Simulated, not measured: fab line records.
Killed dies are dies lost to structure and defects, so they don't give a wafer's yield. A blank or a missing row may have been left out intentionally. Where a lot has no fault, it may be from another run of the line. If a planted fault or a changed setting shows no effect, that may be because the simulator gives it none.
A struck lot beside a sound one | flow berkeley cmos170 | 27 out of 331 route steps
Sound: wafers L322.2, L322.3, L322.6. The struck wafers were L325.3, L325.4, L325.5. At the end, the cause is stated.
At each step with rows: each side's tool, then ch and its chambers, then its first start. Under that, the readings that differ: sound wafers | struck wafers | difference of the means | sigmas: that difference in standard deviations of wafers without a fault.
alike: a reading whose means differ by less than 2 such deviations, as well as words and numbers matching on both sides. not compared: withheld readings; readings where some wafer has no value; bounds like >300 that might hide an equal value; numbers whose values overlap and for which the record gives no deviation.
Wherever a step has rows on one side only, a row that says differs or no value, or a row with sigmas, the two part there. Numbers that don't overlap but have no deviation are shown without sigmas and don't part them. Lack of a reading on every wafer of one side parts them only where that side has two or more wafers.

first, 2 steps without rows for these wafers: UCB170_NWELL_PEB_10; UCB170_NWELL_DEVELOP_11 (develop time 45 s).
UCB170_NWELL_OVL_MEAS_12:
  sound on overlay-02, day 4 11:24; struck on overlay-01, day 5 04:23
  alike: NWELL_OVL
UCB170_NWELL_ETCH_13: etches Si3N4 in CH3F/Ar/O2, stops on SiO2, target depth 246.4 nm, time 154 s.
  sound on rie diel-03 ch 0,1, day 4 11:26; struck on rie diel-03 ch 0,2,3, day 5 04:25
  alike: drypump motor current A, oes product au, rf fwd power W, throttle valve pct
  not compared: rf hours counter h
after that, 1 step had no rows for these wafers: UCB170_NWELL_IMPLANT_14.
UCB170_NWELL_STRIP_15: strips in O2.
  sound on plasma asher-01 ch 1, day 4 11:41; struck on plasma asher-04 ch 0,1, day 5 04:42
  alike: drypump motor current A, o2 flow sccm, oes product au, strip time to endpoint s
  not compared: rf hours counter h
UCB170_NWELL_TW_MEAS_16:
  sound on film metro-04, day 4 11:48; struck on film metro-03, day 5 04:47
  alike: NWELL_TW
then, 5 steps without rows for these wafers: UCB170_NWELL_CLEAN_17 (cleans in SPM, time 600 s); UCB170_NWELL_WET_ETCH_18 (etches Si3N4 in H3PO4, time 14400 s); UCB170_NWELL_WET_ETCH_19 (etches SiO2 in BOE, time 22 s); UCB170_PWELL_CLEAN_00 (cleans in SPM, time 600 s); UCB170_PWELL_CLEAN_01 (cleans in dHF, time 60 s).
UCB170_PWELL_OXIDATION_02: target thk 26.4 nm, ox time 1260 s.
  sound on furnace-02 ch 0, day 4 21:07; struck on furnace-02 ch 0, day 5 17:49
  alike: spike tc source C, tube_center_temp_C_max
UCB170_PWELL_THK_MEAS_03:
  sound on film metro-01, day 4 22:28; struck on film metro-01, day 5 19:11
  reading              | sound          | struck         | difference | sigmas
  PWELL_OXIDE_THK (nm) | 27.1 26.6 26.8 | 39.8 39.0 38.9 | +12.4      | +25
then, 2 steps without rows for these wafers: UCB170_PWELL_ANNEAL_04 (time 900 s); UCB170_PWELL_CVD_05 (deposits Si3N4 from SiH2Cl2/NH3, target thk 220 nm, time 3300 s).
UCB170_PWELL_THK_MEAS_06:
  sound on film metro-02, day 5 04:50; struck on film metro-03, day 6 00:39
  alike: PWELL_NITRIDE_THK
then, 6 steps without rows for these wafers: UCB170_PWELL_HMDS_07 (prime time 60 s); UCB170_PWELL_COAT_08 (resist thk 900 nm); UCB170_PWELL_SOFTBAKE_09 (time 60 s); UCB170_PWELL_EXPOSE_10 (exposes mask PWELL, target cd 3000 nm); UCB170_PWELL_PEB_11; UCB170_PWELL_DEVELOP_12 (develop time 45 s).
UCB170_PWELL_OVL_MEAS_13:
  sound on overlay-01, day 5 06:06; struck on overlay-01, day 6 02:36
  alike: PWELL_OVL
UCB170_PWELL_ETCH_14: etches Si3N4 in CH3F/Ar/O2, stops on SiO2, target depth 242 nm, time 151 s.
  sound on rie diel-02 ch 1,3, day 5 06:08; struck on rie diel-04 ch 0,1,3, day 6 02:37
  reading                                      | sound             | struck            | difference | sigmas
  model.SiO2_of_PWELL_OXIDATION_02.thk nm (nm) | 23.36 22.46 23.17 | 36.06 35.01 35.31 | +12.46     |
  alike: drypump motor current A, oes product au, rf fwd power W, throttle valve pct
  not compared: rf hours counter h
then, 2 steps without rows for these wafers: UCB170_PWELL_IMPLANT_15; UCB170_M3_PROBE_99.

## WHERE THEY PART
Within this record, at UCB170_PWELL_THK_MEAS_03 only. Later steps at which nothing parts them and some readings are alike: UCB170_PWELL_THK_MEAS_06, UCB170_PWELL_OVL_MEAS_13, UCB170_PWELL_ETCH_14.

WHY: the cause the simulator had injected
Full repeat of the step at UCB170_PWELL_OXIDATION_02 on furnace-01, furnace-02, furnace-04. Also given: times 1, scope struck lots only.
